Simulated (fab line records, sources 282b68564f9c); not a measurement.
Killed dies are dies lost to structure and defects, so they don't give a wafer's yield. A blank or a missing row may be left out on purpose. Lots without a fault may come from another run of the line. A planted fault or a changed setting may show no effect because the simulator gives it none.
One fault seen from 2 desks | flow rit_cmos | each desk has only its own numbers; what lay behind them comes last

THE METROLOGY DESK
What the gauges read, lot by lot, whatever tool the lot ran on: means of the sampled wafers that have a number. A lot is out of limits, marked OUT, if its mean lies more than 4 standard deviations from the usual mean; the brackets give that distance.
Columns: A = cd_nm at RIT_GATE_CD_MEAS_16, usual 149.3 nm
lot  | first seen here | A
L890 | day 2 16:22     | 150.6
L891 | day 2 20:13     | 147.8
L892 | day 3 08:32     | 149.1
L893 | day 3 08:47     | 147.9
L896 | day 4 08:43     | 151.3
L898 | day 4 10:21     | 147.1
L899 | day 4 16:02     | 150.7
L900 | day 4 18:43     | 147.0
L903 | day 5 09:33     | 161.7 (+5.4) OUT
L904 | day 5 13:41     | 150.6
L905 | day 5 18:29     | 163.0 (+5.9) OUT
L910 | day 6 19:25     | 148.5
L912 | day 7 10:51     | 145.8
L913 | day 7 13:21     | 147.4
This desk's finding: out of limits on L903, L905; first on L903, day 5 09:33 (cd_nm at RIT_GATE_CD_MEAS_16). In limits: L890, L891, L892, L893, L896, L898, L899, L900, L904, L910, L912, L913.

THE TOOL OWNER'S DESK: litho_track-03
The tool's own readings at RIT_GATE_COAT_11 (resist thk 850 nm): means of the sampled wafers that have a number, for each lot that ran on this tool. A lot is out of limits, marked OUT, if its mean lies more than 4 standard deviations from the usual mean; the brackets give that distance.
Columns: A = chill_plate_temp_C at RIT_GATE_COAT_11, usual 23.00 C; B = exhaust_pa at RIT_GATE_COAT_11, usual 45.0 Pa
lot  | first seen here | A     | B
L890 | day 2 15:32     | 23.02 | 43.7
L891 | day 2 19:23     | 22.88 | 44.0
L893 | day 3 07:43     | 23.07 | 45.6
L898 | day 4 09:23     | 23.01 | 44.9
L900 | day 4 17:54     | 22.92 | 44.7
L903 | day 5 08:44     | 22.92 | 44.8
L905 | day 5 17:47     | 23.12 | 45.7
This desk's finding: nothing out of limits on any of the 7 lots.

PUT TOGETHER
The metrology desk could have raised an alarm at day 5 09:33, on L903, L905.
The tool owner's desk saw nothing out of limits.
The tool owner's desk has L903, L905 on record, within its limits.
Of the lots named, all ran RIT_GATE_COAT_11 on litho_track-03.

WHAT THE SIMULATOR HAD PUT IN
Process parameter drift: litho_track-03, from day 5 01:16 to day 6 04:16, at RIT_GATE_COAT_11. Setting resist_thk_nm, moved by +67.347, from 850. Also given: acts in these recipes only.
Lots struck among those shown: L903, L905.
Hours from the fault's start to each desk's first reading out of limits: the metrology desk, 8.
